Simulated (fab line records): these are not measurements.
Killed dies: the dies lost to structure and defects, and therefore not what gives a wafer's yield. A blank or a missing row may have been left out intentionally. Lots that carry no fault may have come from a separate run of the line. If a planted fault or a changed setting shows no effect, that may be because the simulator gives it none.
One fault seen from 2 desks -- flow berkeley-cmos170 -- only its own numbers are on each desk; what lay behind them is given at the end

== DESK OF THE TOOL OWNER: furnace-01 ==
The tool's own readings at UCB170_FIELD_OXIDATION_01 (target thk 558.3 nm, ox time 7200 s): means of the sampled wafers that have a number, for each lot that ran on this tool. The brackets show how far a lot's mean lies from the usual mean; more than 4 standard deviations puts the lot out of limits, marked OUT.
Columns: A = spike-tc-centre-C at UCB170_FIELD_OXIDATION_01, usual 1002.8 C; B = spike-tc-load-C at UCB170_FIELD_OXIDATION_01, usual 1026.1 C; C = spike-tc-source-C at UCB170_FIELD_OXIDATION_01, usual 1023.4 C; D = tube-center-temp-C at UCB170_FIELD_OXIDATION_01, usual 1000 C; E = tube_center_temp_C_max at UCB170_FIELD_OXIDATION_01, usual 1002.5
lot,first seen here,A,B,C,D,E
L911,day 5 06:07,1003.1,1027.1,1024.0,1000,1002.7
L912,day 5 06:07,1003.2,1027.3,1024.4,1000,1002.5
L920,day 6 18:01,1002.9,1027.1,1024.6,1000,1002.6
L921,day 6 18:01,1002.3,1027.1,1023.3,1000,1002.5
L922,day 7 17:53,1002.9,1027.3,1025.1,1000,1002.4
L923,day 7 17:53,1003.3,1027.9,1023.2,1000,1002.4
L924,day 7 17:53,1003.2,1027.5,1024.7,1000,1002.4
L926,day 8 12:10,1035.3 (+23) OUT,1059.6 (+22) OUT,1057.4 (+15) OUT,1032 (+99 or more) OUT,1034.5 (+82) OUT
L927,day 8 12:10,1034.6 (+23) OUT,1059.8 (+22) OUT,1056.0 (+14) OUT,1032 (+99 or more) OUT,1034.6 (+82) OUT
This desk's verdict: out of limits on L926, L927, starting with L926 at day 8 12:10 (spike-tc-centre-C at UCB170_FIELD_OXIDATION_01). L911, L912, L920, L921, L922, L923, L924 stayed within limits.

== METROLOGY DESK ==
Means of the sampled wafers that have a number, per lot and without regard to the tool the lot ran on: this is what the gauges read. The brackets show how far a lot's mean lies from the usual mean; more than 4 standard deviations puts the lot out of limits, marked OUT.
Columns: A = WELLDRIVE_OXIDE_THK at UCB170_WELLDRIVE_THK_MEAS_02, usual 199 nm; B = FIELD_OXIDE_THK at UCB170_FIELD_THK_MEAS_02, usual 560 nm; C = FIELD_OXIDE_LEFT_1_THK at UCB170_FIELD_THK_MEAS_90, usual 444 nm; D = FIELD_OXIDE_LEFT_2_THK at UCB170_FIELD_THK_MEAS_91, usual 355 nm
lot,first seen here,A,B,C,D
L911,day 4 01:13,195,570,454,365
L912,day 4 01:13,199,581,465,377
L914,day 4 16:23,197,561,443,354
L915,day 4 16:24,200,545,428,339
L918,day 5 06:08,198,562,446,358
L919,day 5 06:08,202,547,429,341
L921,day 5 18:28,202,581,466,378
L920,day 5 18:29,202,561,444,355
L922,day 6 13:34,201,580,462,373
L923,day 6 13:35,191,570,453,365
L924,day 6 13:35,199,577,460,371
L925,day 6 19:46,197,560,444,355
L926,day 7 07:05,206,669 (+9.9) OUT,553 (+9.9) OUT,464 (+9.9) OUT
L927,day 7 07:07,203,676 (+11) OUT,560 (+11) OUT,471 (+11) OUT
This desk reports L926, L927 out of limits; the earliest was L926 at day 8 15:10 (FIELD_OXIDE_THK at UCB170_FIELD_THK_MEAS_02). L911, L912, L914, L915, L918, L919, L921, L920, L922, L923, L924, L925 stayed within limits.

== ALL TOGETHER ==
The tool owner's desk could have raised an alarm at day 8 12:10, on L926, L927.
On L926, L927, the metrology desk was in a position to raise an alarm at day 8 15:10.
On furnace-01, each named lot ran UCB170_FIELD_OXIDATION_01.

== WHAT HAD BEEN PUT IN BY THE SIMULATOR ==
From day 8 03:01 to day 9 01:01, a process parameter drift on furnace-01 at UCB170_FIELD_OXIDATION_01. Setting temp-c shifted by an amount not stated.
Lots struck among those shown: L926, L927.
Time in hours from fault onset to the first out-of-limits reading at each desk: tool owner's desk 9, metrology desk 12.
